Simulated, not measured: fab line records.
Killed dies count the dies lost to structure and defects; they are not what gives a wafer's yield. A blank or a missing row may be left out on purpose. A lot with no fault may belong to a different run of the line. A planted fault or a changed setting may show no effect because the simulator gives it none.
fab line records + flow rit_cmos
[record]
- lots = 6
- wafers = 18
- last_day = 7
route steps=202 shown GATE@93 REOX@98 NLDD@103 M1@202
lots that met no fault: from a run of the same line without faults
start_h: the number of hours between the record's first day and the start of the first shown wafer of the lot + wait_h: hours from the lot's prior step to this one + " the same as in the row above + L1.1+2: several wafers, shown together as one row + - no value present, or no start provided + * or withheld: withheld + < > ~ a bound
route shown NAME@n: names a module that has steps shown in the file, with the first one's number in the route + usual: mean/standard deviation taken from wafers without a fault + same: alike in all rows + chamber/n: place in a boat + sites: per-site readings + _std_site: standard deviation across them + _edge_site: outer sites' mean less inner sites' + radius_mm: how far each site lies from the wafer's centre + mask NAME#n: copy n + behind: tool/chamber where the wafer was last shaped + hold: why the lot went on hold/how many hours it stayed there/how the hold came to an end + device: the transistor (n, p or np) that didn't switch + end of line: the route-end tests of the same wafers + step lacking rows: just its recipe + killed: count of dies lost to structure and defects at first sort (not the wafer's yield) + map: dies across one wafer; x = killed, . = not, _ = none there
set.NAME: the setting that was run; set.NAME@STEP: the one run at that earlier step + model.NAME: the simulator's own value behind a step, which no gauge read
certain route steps with their lots: each step a table, each wafer a row
services: from which hour (start_h, from the record's first day; less than 0 if before it) a tool's chamber was out of use, for how many hours, and why
[[steps]]
[step RIT_GATE_OVL_MEAS_17]
[usual]
- GATE_OVL = 0.6/1.5
| lot.wafer | tool       | chamber | start_h | wait_h | GATE_OVL[nm] |
|-----------|------------|---------|---------|--------|--------------|
| L974.2    | overlay-01 | -       | 81.86   | 0.1    | -0.2         |
| L974.3    | "          | -       | "       | "      | 1.4          |
| L974.5    | "          | -       | "       | "      | 0.3          |
| L975.2    | overlay-01 | -       | 85.83   | 0.1    | 3.2          |
| L975.3    | "          | -       | "       | "      | 2.9          |
| L975.5    | "          | -       | "       | "      | 1.8          |
| L976.1    | overlay-02 | -       | 89.14   | 0.1    | -0.6         |
| L976.5    | "          | -       | "       | "      | -1.6         |
| L976.6    | "          | -       | "       | "      | 0.3          |
| L978.1    | overlay-02 | -       | 97.57   | 0.1    | 3.5          |
| L978.3    | "          | -       | "       | "      | 0.6          |
| L978.6    | "          | -       | "       | "      | 0.2          |
| L982.1    | overlay-02 | -       | 117.30  | 0.1    | -0.2         |
| L982.4    | "          | -       | "       | "      | -1.5         |
| L982.5    | "          | -       | "       | "      | -1.5         |
| L986.1    | overlay-01 | -       | 140.01  | 0.1    | 1.5          |
| L986.3    | "          | -       | "       | "      | 0.0          |
| L986.6    | "          | -       | "       | "      | 1.9          |
[step RIT_GATE_HARDBAKE_18]
[recipe]
- resist = NOVOLAK
- temp_c = 140
- time_s = 60
[step RIT_GATE_ETCH_19]
[recipe]
- chemistry = SF6/CHF3/O2
- time_s = 165
- SF6_flow_sccm = 30
- CHF3_flow_sccm = 30
- O2_flow_sccm = 5
- target = poly-Si
- pressure_mtorr = 40
- rf_w = 160
- target_depth_a = 3125
- over_etch_frac = 0.25
- stop_on = SiO2
[usual]
- SF6_flow_sccm = 30.00/0.089
- chamber_pressure_mTorr = 40.00/0.037
- drypump_motor_current_A = 5.9/0.46
- oes_product_au = 0.851/0.015
- throttle_valve_pct = 10.24/0.077
[same]
- time_s = 165
| lot.wafer | tool      | chamber | start_h | wait_h | SF6_flow_sccm | chamber_pressure_mTorr | drypump_motor_current_A | oes_product_au | rf_hours_counter_h | throttle_valve_pct |
|-----------|-----------|---------|---------|--------|---------------|------------------------|-------------------------|----------------|--------------------|--------------------|
| L974.2    | rie_si-02 | 1       | 82.04   | 0.1    | 29.95         | 39.95                  | 5.9                     | 0.868          | 41                 | 10.20              |
| L974.3    | "         | 2       | "       | "      | 29.99         | 40.00                  | 6.2                     | 0.842          | 109                | 10.21              |
| L974.5    | "         | 3       | "       | "      | 30.09         | 39.97                  | 5.6                     | 0.867          | -                  | 10.18              |
| L975.2    | rie_si-01 | 0       | 86.01   | 0.1    | 30.06         | 39.96                  | 5.2                     | 0.853          | 87                 | 10.25              |
| L975.3    | "         | 3       | "       | "      | 30.09         | 40.02                  | 6.6                     | 0.843          | 2                  | 10.42              |
| L975.5    | "         | 0       | "       | "      | 29.98         | 40.06                  | 5.2                     | 0.860          | -                  | 10.26              |
| L976.1    | rie_si-02 | 0       | 89.32   | 0.1    | 30.11         | 40.01                  | 6.6                     | 0.854          | 0                  | 10.27              |
| L976.5    | "         | 2       | "       | "      | 29.94         | 39.99                  | 6.2                     | 0.849          | -                  | 10.20              |
| L976.6    | "         | 1       | "       | "      | 29.89         | 40.02                  | 5.9                     | 0.873          | -                  | 10.19              |
| L978.1    | rie_si-02 | 2       | 97.76   | 0.1    | 29.98         | 39.96                  | 6.2                     | 0.843          | 109                | 10.21              |
| L978.3    | "         | 3       | "       | "      | 29.96         | 40.00                  | 5.6                     | 0.872          | 2                  | 10.18              |
| L978.6    | "         | 0       | "       | "      | 30.14         | 40.01                  | 6.6                     | 0.842          | -                  | 10.28              |
| L982.1    | rie_si-02 | 1       | 117.49  | 0.1    | 30.02         | 40.03                  | 5.9                     | 0.876          | 41                 | 10.19              |
| L982.4    | "         | 3       | "       | "      | 30.10         | 39.96                  | 5.6                     | 0.871          | 3                  | 10.19              |
| L982.5    | "         | 3       | "       | "      | 30.03         | 39.95                  | 5.6                     | 0.873          | -                  | 10.17              |
| L986.1    | rie_si-02 | 2       | 140.20  | 0.1    | 30.05         | 39.93                  | 6.2                     | 0.851          | 109                | 10.21              |
| L986.3    | "         | 0       | "       | "      | 30.07         | 39.94                  | 6.7                     | 0.850          | 1                  | 10.28              |
| L986.6    | "         | 0       | "       | "      | 30.05         | 40.01                  | 6.6                     | 0.861          | -                  | 10.28              |
[step RIT_GATE_STRIP_20]
[recipe]
- chemistry = O2
- time_s = 180
- resist = NOVOLAK
- platen_temp_c = withheld
- power_w = 500
- pressure_mtorr = 4000
- o2_flow_sccm = 4000
[usual]
- chamber_pressure_mTorr = 4000/3.5
- drypump_motor_current_A = 5.4/0.44
[same]
- time_s = 180
| lot.wafer | tool            | chamber | start_h | wait_h | chamber_pressure_mTorr | drypump_motor_current_A | rf_hours_counter_h |
|-----------|-----------------|---------|---------|--------|------------------------|-------------------------|--------------------|
| L974.2    | plasma_asher-02 | 1       | 82.15   | 0.1    | 3998                   | 5.1                     | 30                 |
| L974.3    | "               | 1       | "       | "      | 3997                   | 5.1                     | -                  |
| L974.5    | "               | 0       | "       | "      | 3997                   | 5.3                     | -                  |
| L975.2    | plasma_asher-01 | 0       | 86.12   | 0.1    | 4000                   | 5.8                     | 41                 |
| L975.3    | "               | 1       | "       | "      | 4003                   | 4.8                     | -                  |
| L975.5    | "               | 0       | "       | "      | 3998                   | 5.8                     | -                  |
| L976.1    | plasma_asher-01 | 1       | 89.43   | 0.1    | 4008                   | 4.8                     | 42                 |
| L976.5    | "               | 1       | "       | "      | 4002                   | 4.7                     | -                  |
| L976.6    | "               | 0       | "       | "      | 3999                   | 5.8                     | -                  |
| L978.1    | plasma_asher-01 | 0       | 97.87   | 0.1    | 4000                   | 5.8                     | 43                 |
| L978.3    | "               | 1       | "       | "      | 3995                   | 4.8                     | -                  |
| L978.6    | "               | 0       | "       | "      | 4000                   | 5.8                     | -                  |
| L982.1    | plasma_asher-02 | 1       | 117.60  | 0.1    | 3997                   | 5.2                     | 34                 |
| L982.4    | "               | 1       | "       | "      | 4000                   | 5.1                     | -                  |
| L982.5    | "               | 1       | "       | "      | 4002                   | 5.1                     | -                  |
| L986.1    | plasma_asher-04 | 0       | 140.30  | 0.1    | 4006                   | 5.3                     | 50                 |
| L986.3    | "               | 1       | "       | "      | 3995                   | 6.1                     | -                  |
| L986.6    | "               | 0       | "       | "      | 4002                   | 5.3                     | -                  |
[step RIT_GATE_CD_MEAS_90]
[recipe]
- target_cd_nm = 150
[usual]
- cd_nm = 149.8/2.4
| lot.wafer | tool      | chamber | start_h | wait_h | cd_nm |
|-----------|-----------|---------|---------|--------|-------|
| L974.2    | cd_sem-02 | -       | 82.35   | 0.1    | 152.4 |
| L974.3    | "         | -       | "       | "      | 153.1 |
| L974.5    | "         | -       | "       | "      | 150.7 |
| L975.2    | cd_sem-02 | -       | 86.31   | 0.1    | 146.9 |
| L975.3    | "         | -       | "       | "      | 148.6 |
| L975.5    | "         | -       | "       | "      | 147.3 |
| L976.1    | cd_sem-02 | -       | 89.61   | 0.1    | 152.0 |
| L976.5    | "         | -       | "       | "      | 152.3 |
| L976.6    | "         | -       | "       | "      | 151.6 |
| L978.1    | cd_sem-02 | -       | 98.04   | 0.1    | 149.2 |
| L978.3    | "         | -       | "       | "      | 150.3 |
| L978.6    | "         | -       | "       | "      | 151.3 |
| L982.1    | cd_sem-02 | -       | 117.77  | 0.1    | 150.6 |
| L982.4    | "         | -       | "       | "      | 147.5 |
| L982.5    | "         | -       | "       | "      | 149.5 |
| L986.1    | cd_sem-02 | -       | 140.48  | 0.1    | 149.6 |
| L986.3    | "         | -       | "       | "      | 149.5 |
| L986.6    | "         | -       | "       | "      | 150.7 |
[step RIT_REOX_CLEAN_00]
[recipe]
- chemistry = SC1
- mix = 3:3:50
- time_s = 600
- temp_c = 75
[step RIT_REOX_CLEAN_01]
[recipe]
- chemistry = dHF
- dilution = 50:1
- time_s = 30
[step RIT_REOX_CLEAN_02]
[recipe]
- chemistry = SC2
- mix = 3:3:50
- time_s = 600
- temp_c = 75
- dry = n2_spin
[step RIT_REOX_OXIDATION_03]
[recipe]
- temp_c = 900
- ambient = O2
- target_thk_a = 252
- ox_time_s = 5580
[step RIT_REOX_THK_MEAS_04]
[recipe]
- reads = SiO2_of_REOX_OXIDATION_03
[usual]
- REOX_OXIDE_THK = 25.2/0.37
| lot.wafer | tool          | chamber | start_h | wait_h | REOX_OXIDE_THK[nm] |
|-----------|---------------|---------|---------|--------|--------------------|
| L974.2    | film_metro-01 | -       | 85.53   | 0.0    | 25.3               |
| L974.3    | "             | -       | "       | "      | 25.2               |
| L974.5    | "             | -       | "       | "      | 25.3               |
| L975.2    | film_metro-02 | -       | 89.37   | 0.0    | 25.2               |
| L975.3    | "             | -       | "       | "      | 24.9               |
| L975.5    | "             | -       | "       | "      | 25.1               |
| L976.1    | film_metro-01 | -       | 93.22   | 0.0    | 25.8               |
| L976.5    | "             | -       | "       | "      | 25.2               |
| L976.6    | "             | -       | "       | "      | 25.5               |
| L978.1    | film_metro-02 | -       | 102.15  | 0.0    | 25.1               |
| L978.3    | "             | -       | "       | "      | 25.1               |
| L978.6    | "             | -       | "       | "      | 25.1               |
| L982.1    | film_metro-04 | -       | 120.92  | 0.0    | 25.4               |
| L982.4    | "             | -       | "       | "      | 25.5               |
| L982.5    | "             | -       | "       | "      | 25.6               |
| L986.1    | film_metro-01 | -       | 145.48  | 0.0    | 24.9               |
| L986.3    | "             | -       | "       | "      | 24.8               |
| L986.6    | "             | -       | "       | "      | 25.0               |
[step RIT_NLDD_HMDS_00]
[recipe]
- prime_time_s = 60
- prime_temp_c = 140
[step RIT_NLDD_COAT_01]
[recipe]
- resist = NOVOLAK
- spin_rpm = 3250
- resist_thk_nm = 1000
[step RIT_NLDD_SOFTBAKE_02]
[recipe]
- resist = NOVOLAK
- temp_c = 90
- time_s = 60
[usual]
- chill_plate_temp_C = 23.00/0.1
- heater_power_total_W = 34.56/0.052
- plate_temp_C = 90.05/0.13
[same]
- time_s = 60
| lot.wafer | tool           | chamber | start_h | wait_h | chill_plate_temp_C | heater_power_total_W | plate_temp_C |
|-----------|----------------|---------|---------|--------|--------------------|----------------------|--------------|
| L974.2    | litho_track-04 | 0       | 86.00   | 0.1    | 23.17              | 34.66                | 89.93        |
| L974.3    | "              | 0       | "       | "      | 22.90              | 34.46                | 89.95        |
| L974.5    | "              | 0       | "       | "      | 22.93              | 34.53                | 89.94        |
| L975.2    | litho_track-03 | 0       | 89.75   | 0.1    | 23.01              | 34.48                | 90.15        |
| L975.3    | "              | 0       | "       | "      | 23.07              | 34.50                | 89.94        |
| L975.5    | "              | 0       | "       | "      | 23.19              | 34.56                | 90.06        |
| L976.1    | litho_track-03 | 0       | 93.58   | 0.1    | 23.01              | 32.50                | 86.15        |
| L976.5    | "              | 0       | "       | "      | 22.80              | 32.43                | 86.16        |
| L976.6    | "              | 0       | "       | "      | 22.87              | 32.52                | 86.04        |
| L978.1    | litho_track-01 | 0       | 102.56  | 0.1    | 23.04              | 34.62                | 90.04        |
| L978.3    | "              | 0       | "       | "      | 23.10              | 34.49                | 90.02        |
| L978.6    | "              | 0       | "       | "      | 22.95              | 34.50                | 90.03        |
| L982.1    | litho_track-03 | 0       | 121.28  | 0.1    | 22.95              | 32.52                | 86.03        |
| L982.4    | "              | 0       | "       | "      | 23.08              | 32.49                | 85.88        |
| L982.5    | "              | 0       | "       | "      | 22.94              | 32.46                | 86.08        |
| L986.1    | litho_track-04 | 0       | 145.84  | 0.1    | 23.03              | 34.54                | 90.12        |
| L986.3    | "              | 0       | "       | "      | 22.93              | 34.54                | 90.20        |
| L986.6    | "              | 0       | "       | "      | 23.03              | 34.55                | 90.11        |
[step RIT_NLDD_EXPOSE_03]
[recipe]
- mask_id = M7
- na = 0.57
- target_cd_nm = 40700
- dose_mj = 250
[step RIT_NLDD_PEB_04]
[recipe]
- resist = NOVOLAK
- temp_c = withheld
- time_s = withheld
[step RIT_NLDD_DEVELOP_05]
[recipe]
- resist = NOVOLAK
- develop_time_s = 50
- dev_temp_c = 23
[usual]
- chill_plate_temp_C = 22.98/0.11
| lot.wafer | tool           | chamber | start_h | wait_h | chill_plate_temp_C | model.NOVOLAK_of_NLDD_COAT_01.thk_nm |
|-----------|----------------|---------|---------|--------|--------------------|--------------------------------------|
| L974.2    | litho_track-03 | 0       | -       | -      | 23.03              | 999.8                                |
| L974.3    | "              | 0       | "       | "      | 23.11              | 998.9                                |
| L974.5    | "              | 0       | "       | "      | 23.07              | 999.6                                |
| L975.2    | litho_track-01 | 0       | -       | -      | 23.01              | 1005                                 |
| L975.3    | "              | 0       | "       | "      | 22.94              | 1007                                 |
| L975.5    | "              | 0       | "       | "      | 22.91              | 1006                                 |
| L976.1    | litho_track-01 | 0       | -       | -      | 23.10              | 1010                                 |
| L976.5    | "              | 0       | "       | "      | 23.06              | 1011                                 |
| L976.6    | "              | 0       | "       | "      | 22.83              | 1011                                 |
| L978.1    | litho_track-01 | 0       | -       | -      | 22.89              | 1002                                 |
| L978.3    | "              | 0       | "       | "      | 22.99              | 1002                                 |
| L978.6    | "              | 0       | "       | "      | 23.00              | 1003                                 |
| L982.1    | litho_track-01 | 0       | -       | -      | 23.00              | 1012                                 |
| L982.4    | "              | 0       | "       | "      | 22.92              | 1006                                 |
| L982.5    | "              | 0       | "       | "      | 22.93              | 1006                                 |
| L986.1    | litho_track-04 | 0       | -       | -      | 23.01              | 997.1                                |
| L986.3    | "              | 0       | "       | "      | 22.83              | 999                                  |
| L986.6    | "              | 0       | "       | "      | 22.87              | 997.4                                |
[step RIT_NLDD_OVL_MEAS_06]
[usual]
- NLDD_OVL = -0.7/1.5
| lot.wafer | tool       | chamber | start_h | wait_h | NLDD_OVL[nm] |
|-----------|------------|---------|---------|--------|--------------|
| L974.2    | overlay-02 | -       | 86.53   | -      | -2.5         |
| L974.3    | "          | -       | "       | "      | -1.7         |
| L974.5    | "          | -       | "       | "      | -3.1         |
| L975.2    | overlay-01 | -       | 90.42   | -      | -2.8         |
| L975.3    | "          | -       | "       | "      | -2.1         |
| L975.5    | "          | -       | "       | "      | -2.0         |
| L976.1    | overlay-02 | -       | 94.26   | -      | 0.3          |
| L976.5    | "          | -       | "       | "      | -1.4         |
| L976.6    | "          | -       | "       | "      | -0.9         |
| L978.1    | overlay-01 | -       | 103.23  | -      | -1.6         |
| L978.3    | "          | -       | "       | "      | -1.1         |
| L978.6    | "          | -       | "       | "      | -1.7         |
| L982.1    | overlay-01 | -       | 121.95  | -      | 0.9          |
| L982.4    | "          | -       | "       | "      | -1.0         |
| L982.5    | "          | -       | "       | "      | -0.6         |
| L986.1    | overlay-02 | -       | 146.52  | -      | 1.3          |
| L986.3    | "          | -       | "       | "      | -1.1         |
| L986.6    | "          | -       | "       | "      | -2.3         |
[step RIT_M1_PROBE_99]
[usual]
- killed_at_contacts = 0.1/0.3
- killed_at_front_end = 7/3.3
- killed_dies = 7/3.3
- killed_open = 3.8/2.3
- killed_short = 3.5/2.1
[same]
- gross_dies = 264
- killed_at_M0_to_M3 = 0
- killed_at_M4_up = 0
- killed_at_back_side = 0
- killed_at_other = 0
| lot.wafer | tool      | chamber | start_h | wait_h | killed_at_contacts | killed_at_front_end | killed_dies | killed_open | killed_short |
|-----------|-----------|---------|---------|--------|--------------------|---------------------|-------------|-------------|--------------|
| L974.2    | prober-01 | -       | 102.11  | 0.1    | 0                  | 3                   | 3           | 2           | 1            |
| L974.3    | prober-01 | -       | 102.16  | 0.2    | 0                  | 5                   | 5           | 2           | 3            |
| L974.5    | prober-01 | -       | 102.26  | 0.2    | 0                  | 5                   | 5           | 2           | 3            |
| L975.2    | prober-01 | -       | 107.09  | 0.1    | 0                  | 4                   | 4           | 1           | 3            |
| L975.3    | prober-01 | -       | 107.14  | 0.2    | 0                  | 4                   | 4           | 3           | 1            |
| L975.5    | prober-01 | -       | 107.24  | 0.2    | 0                  | 4                   | 4           | 1           | 3            |
| L976.1    | prober-01 | -       | 109.80  | 0.1    | 0                  | 5                   | 5           | 2           | 3            |
| L976.5    | prober-01 | -       | 110.00  | 0.2    | 0                  | 8                   | 8           | 4           | 4            |
| L976.6    | prober-01 | -       | 110.05  | 0.2    | 0                  | 12                  | 12          | 8           | 4            |
| L978.1    | prober-01 | -       | 119.02  | 0.1    | 0                  | 5                   | 5           | 5           | 0            |
| L978.3    | prober-01 | -       | 119.12  | 0.2    | 0                  | 11                  | 11          | 4           | 7            |
| L978.6    | prober-01 | -       | 119.27  | 0.2    | 0                  | 14                  | 14          | 9           | 5            |
| L982.1    | prober-01 | -       | 137.75  | 0.1    | 0                  | 9                   | 9           | 3           | 5            |
| L982.4    | prober-01 | -       | 137.90  | 0.2    | 0                  | 13                  | 13          | 3           | 9            |
| L982.5    | prober-01 | -       | 137.95  | 0.2    | 0                  | 6                   | 6           | 3           | 3            |
| L986.1    | prober-01 | -       | 162.25  | 0.1    | 0                  | 10                  | 10          | 8           | 2            |
| L986.3    | prober-01 | -       | 162.35  | 0.2    | 1                  | 6                   | 7           | 1           | 6            |
| L986.6    | prober-01 | -       | 162.50  | 0.2    | 0                  | 9                   | 9           | 7           | 2            |
// killed by level:class
L974.2 FOX2:geometric_particle:open=2 SPACER:geometric_particle:short=1
L974.3 GATE:geometric_particle:short=1 GATE:geometric_particle:open=1 SPACER:geometric_particle:short=1 SILICIDE:geometric_particle:short=1 SILICIDE:geometric_particle:open=1
L974.5 FOX1:geometric_particle:open=2 FOX1:geometric_particle:short=1 GATE:geometric_particle:short=1 SILICIDE:geometric_particle:short=1
L975.2 GATE:geometric_particle:short=2 FOX1:geometric_particle:short=1 GATE:geometric_particle:open=1
L975.3 FOX2:geometric_particle:open=1 GATE:geometric_particle:short=1 REOX:geometric_particle:open=1 SPACER:geometric_particle:open=1
L975.5 GATE:geometric_particle:open=1 GATE:geometric_particle:short=1 REOX:geometric_particle:short=1 SILICIDE:geometric_particle:short=1
L976.1 REOX:geometric_particle:open=2 FOX1:geometric_particle:short=1 FOX2:geometric_particle:short=1 GATE:geometric_particle:short=1
L976.5 FOX2:geometric_particle:short=2 GATE:geometric_particle:open=2 ACTIVE:geometric_particle:open=1 FOX2:geometric_particle:open=1 REOX:geometric_particle:short=1 SILICIDE:geometric_particle:short=1
L976.6 FOX1:geometric_particle:open=3 REOX:geometric_particle:open=2 REOX:geometric_particle:short=2 ACTIVE:geometric_particle:open=1 FOX2:geometric_particle:short=1 GATE:geometric_particle:open=1 SPACER:geometric_particle:short=1 SPACER:geometric_particle:open=1
L978.1 GATE:geometric_particle:open=2 SPACER:geometric_particle:open=2 FOX2:geometric_particle:open=1
L978.3 FOX2:geometric_particle:short=4 GATE:geometric_particle:open=3 REOX:geometric_particle:short=2 FOX2:geometric_particle:open=1 SILICIDE:geometric_particle:short=1
L978.6 FOX1:geometric_particle:open=3 FOX2:geometric_particle:open=2 GATE:geometric_particle:short=2 GATE:geometric_particle:open=2 REOX:geometric_particle:short=2 SPACER:geometric_particle:open=2 FOX2:geometric_particle:short=1
L982.1 GATE:geometric_particle:short=3 REOX:geometric_particle:open=2 FOX1:geometric_particle:open=1 REOX:geometric_particle:short=1 SPACER:geometric_particle:short=1 NSD:coat_microbubble_printed=1
L982.4 FOX1:geometric_particle:short=3 REOX:geometric_particle:short=3 GATE:geometric_particle:short=2 GATE:geometric_particle:open=2 FOX1:geometric_particle:open=1 SILICIDE:geometric_particle:short=1 NSD:coat_microbubble_printed=1
L982.5 FOX1:geometric_particle:open=1 FOX2:geometric_particle:short=1 GATE:geometric_particle:open=1 REOX:geometric_particle:open=1 REOX:geometric_particle:short=1 SPACER:geometric_particle:short=1
L986.1 GATE:geometric_particle:open=3 REOX:geometric_particle:open=3 FOX1:geometric_particle:short=1 FOX1:geometric_particle:open=1 REOX:geometric_particle:short=1 SPACER:geometric_particle:open=1
L986.3 GATE:geometric_particle:short=2 REOX:geometric_particle:short=2 GATE:geometric_particle:open=1 SPACER:geometric_particle:short=1 CONTACT:geometric_particle:short=1
L986.6 GATE:geometric_particle:open=3 SPACER:geometric_particle:open=3 FOX2:geometric_particle:open=1 GATE:geometric_particle:short=1 SPACER:geometric_particle:short=1
[[services]]
| tool            | chamber | start_h | hours | kind   |
|-----------------|---------|---------|-------|--------|
| rie_si-02       | 2       | 77.92   | 3.8   | repair |
| rie_si-01       | 2       | 109.78  | 12.4  | repair |
| plasma_asher-04 | -       | 136.28  | 2.8   | pm     |
[[key]]
[first_sign]
- step = RIT_NLDD_SOFTBAKE_02
- reading = heater_power_total_W
- direction = down
- sigmas = 40
- usual = 34.56
- struck = 32.49
[effect]
- step = RIT_NLDD_SOFTBAKE_02
- reading = plate_temp_C
- direction = down
- sigmas = 32
- usual = *
- struck = *
[model_effect]
- step = RIT_NLDD_DEVELOP_05
- value = NOVOLAK_of_NLDD_COAT_01.thk_nm
- without = 998.7
- struck = 1009
met_at RIT_NLDD_SOFTBAKE_02
struck_wafers L976.1,L976.5,L976.6,L982.1,L982.4,L982.5
tester_left_out L976,L982
onset_between 89.75 93.58
[fault]
- kind = process_parameter_drift
- tool = litho_track-03
- chamber = -
- onset_h = 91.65
- steps = RIT_NLDD_SOFTBAKE_02
- channel = temp_c
- offset = *
- shape = step
- end_h = 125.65
- acts_in = *
- stated = *
// tester_left_out: of these lots the tester's yield and bins aren't shown, on N5 and GAA mostly nor the transistor test; their killed dies are dies lost to structure and defects alone, not to doping, threshold or leakage, so they don't give the yield
